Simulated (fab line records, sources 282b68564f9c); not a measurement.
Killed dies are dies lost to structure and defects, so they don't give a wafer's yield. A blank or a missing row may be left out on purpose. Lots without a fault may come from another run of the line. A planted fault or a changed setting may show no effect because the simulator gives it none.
Split-lot experiment | flow rit_cmos | 5 lots, 23 wafers read, on a route of 202 steps

THE SPLIT
At RIT_FOX2_OXIDATION_00 (target thk 350.7 nm, ox time 1130 s), the setting ox_time_s was moved away from the recipe's 1130 s on 15 of the 23 wafers read, by -12.9% to +14.2%. The other wafers ran this setting at the recipe's value.

FROM THE SPLIT TO THE READING: what the file shows between them, 3 steps
- RIT_FOX2_THK_MEAS_01
- RIT_FOX2_CLEAN_02: cleans in dHF, time 180 s
- RIT_FOX2_WET_ETCH_03: etches Si3N4 in H3PO4, target depth 195 nm, time 2700 s

THE READING
FIELD_OXIDE_LEFT_1_THK, in nm, at RIT_FOX2_THK_MEAS_90. Fault-free wafers of this fab line usually give 326 nm, standard deviation 6.7 nm.

wafer  | tool, chamber at the split | ox_time_s as run, s | against the recipe | FIELD_OXIDE_LEFT_1_THK, nm | against lot-mates on the recipe
L075.1 | furnace-04, 0              | 1130                | recipe             | 337                        | -
L075.2 | furnace-04, 0              | 1130                | recipe             | 335                        | -
L075.3 | furnace-04, 0              | 1130                | recipe             | 334                        | -
L077.1 | -, -                       | 984                 | -12.9%             | 299                        | no lot-mate on the recipe
L077.3 | -, -                       | 984                 | -12.9%             | 300                        | no lot-mate on the recipe
L077.4 | -, -                       | 984                 | -12.9%             | 305                        | no lot-mate on the recipe
L077.5 | -, -                       | 984                 | -12.9%             | 303                        | no lot-mate on the recipe
L077.6 | -, -                       | 984                 | -12.9%             | 301                        | no lot-mate on the recipe
L078.2 | -, -                       | 1290                | +14.2%             | 345                        | no lot-mate on the recipe
L078.3 | -, -                       | 1290                | +14.2%             | 348                        | no lot-mate on the recipe
L078.4 | -, -                       | 1290                | +14.2%             | 346                        | no lot-mate on the recipe
L078.5 | -, -                       | 1290                | +14.2%             | 351                        | no lot-mate on the recipe
L078.6 | -, -                       | 1290                | +14.2%             | 347                        | no lot-mate on the recipe
L080.1 | -, -                       | 1130                | recipe             | 325                        | -
L080.2 | -, -                       | 1130                | recipe             | 322                        | -
L080.3 | -, -                       | 1130                | recipe             | 320                        | -
L080.4 | -, -                       | 1130                | recipe             | 322                        | -
L080.6 | -, -                       | 1130                | recipe             | 324                        | -
L084.1 | -, -                       | 1192                | +5.5%              | 342                        | no lot-mate on the recipe
L084.3 | -, -                       | 1192                | +5.5%              | 336                        | no lot-mate on the recipe
L084.4 | -, -                       | 1192                | +5.5%              | 340                        | no lot-mate on the recipe
L084.5 | -, -                       | 1192                | +5.5%              | 345                        | no lot-mate on the recipe
L084.6 | -, -                       | 1192                | +5.5%              | 337                        | no lot-mate on the recipe

THE FIT
A straight line over all 23 wafers: FIELD_OXIDE_LEFT_1_THK changes by +1.74 nm for each +1% of ox_time_s; r = +0.95; the points scatter about the line by 5.4 nm.
Too few moved wafers have a lot-mate on the recipe to fit a line with each lot's own level taken away.

THE WHOLE CHAIN: every reading that the file lists as answering this split, in the file's order
step                  | what it does                        | reading                                                                           | change (the file's fit)              | r (the file's)
RIT_FOX2_OXIDATION_00 | target thk 350.7 nm, ox time 1130 s | SiO2_of_FOX2_OXIDATION_00.thk_nm (the simulator's own value, which no gauge read) | +1.73 nm for each +1% of the setting | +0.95
RIT_FOX2_THK_MEAS_01  |                                     | FOX2_OXIDE_THK                                                                    | +1.72 for each +1% of the setting    | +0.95
RIT_FOX2_THK_MEAS_90  |                                     | FIELD_OXIDE_LEFT_1_THK                                                            | +1.74 for each +1% of the setting    | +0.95

THE FILE'S OWN FIT
FIELD_OXIDE_LEFT_1_THK changes by +1.74 nm for each +1% of ox_time_s, r = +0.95.
